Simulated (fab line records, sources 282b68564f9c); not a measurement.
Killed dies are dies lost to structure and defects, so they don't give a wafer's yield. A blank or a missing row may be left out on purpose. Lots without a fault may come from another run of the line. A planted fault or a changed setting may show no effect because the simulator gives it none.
Problem report in the 8D (eight disciplines) form, filled by code | flow rit_cmos | the parts of the form that need people (team, actions taken, sign-off) are left out

1. THE PROBLEM
SILICIDE_TI_RS at RIT_SILICIDE_RS_MEAS_02 reads a mean of 35.7 ohm/sq on 6 wafers of 2 lots; wafers without a fault read 45.6 ohm/sq with a standard deviation of 0.58. That is -17 standard deviations from the usual mean.
The step: measures by four-point-probe.
First seen on wafer L335.1, day 6 05:43, on film_metro-04. The record holds 42 wafers of 14 lots with a number at this step. Rule for "out", or "out of limits": more than 4 standard deviations from the usual mean. The other wafers with a number count as sound.

2. WHAT IT IS AND WHAT IT IS NOT
question                    | is                     | is not
which readings at this step | SILICIDE_TI_RS         | -
which lots                  | L335, L337             | L321, L323, L324, L325, L326, L327, L328, L329, L330, L331, L336, L344
which wafers of those lots  | all that have a number | -
read on which gauges        | film_metro-04          | film_metro-01, film_metro-03
when                        | from day 6 05:43       | up to then (30 sound wafers); but 6 sound wafers of L336, L344 came after

3. SUSPECTS, AND WHAT RULES EACH OUT
Counting: a tool at a process step up to the reading stays a suspect if it ran every lot that is out and no sound lot after the first of them.
- the gauge at RIT_SILICIDE_RS_MEAS_02: kept. All the wafers that are out were read on film_metro-04, and no step on other tools shows them out.
- pvd_sputter-02 at RIT_SILICIDE_SPUTTER_01 (material Ti, target thk 30 nm, time 240 s): kept. It ran every lot that is out, first L335 (day 6 05:34), and no sound lot after that; its last sound lot up to then is L331 (day 5 12:09).
Left after counting: pvd_sputter-02 at RIT_SILICIDE_SPUTTER_01, film_metro-04 at RIT_SILICIDE_RS_MEAS_02.

4. THE CAUSE (what the simulator had put in)
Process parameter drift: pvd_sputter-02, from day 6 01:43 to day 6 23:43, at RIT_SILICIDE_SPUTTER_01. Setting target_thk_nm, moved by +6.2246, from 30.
Counting left 2 suspects, and this tool is among them.

5. THE CHAIN OF EFFECTS, in route order
Each row: a reading whose mean over the struck wafers that have a number lies more than 3 standard deviations from the usual. Only readings for which the record gives a usual standard deviation are gone through. hours: the time from each lot's start at the first step in this table that gives one to its start at this step, as a median over the lots. sigmas: the change in usual standard deviations.
hours | step                     | reading         | usual       | on struck wafers | change | sigmas
0     | RIT_SILICIDE_RS_MEAS_02  | SILICIDE_TI_RS  | 45.6 ohm/sq | 35.7             | -9.9   | -17
0     | RIT_SILICIDE_THK_MEAS_03 | SILICIDE_TI_THK | 31.1 nm     | 37.5             | +6.4   | +18

6. WHAT WOULD HAVE CAUGHT IT SOONER
In this record the first reading out of limits at a measuring or inspecting step was taken at day 6 05:43, 4 hours after the fault began at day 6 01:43.
Of the tool readings at RIT_SILICIDE_SPUTTER_01 for which the record gives a usual standard deviation, none was out on any struck wafer, so an alarm limit of 4 standard deviations on them would not have fired.
Of the lots that are out (2), L337 began RIT_SILICIDE_SPUTTER_01 on pvd_sputter-02 after day 6 05:43. A hold on the tool at that time would have spared it.
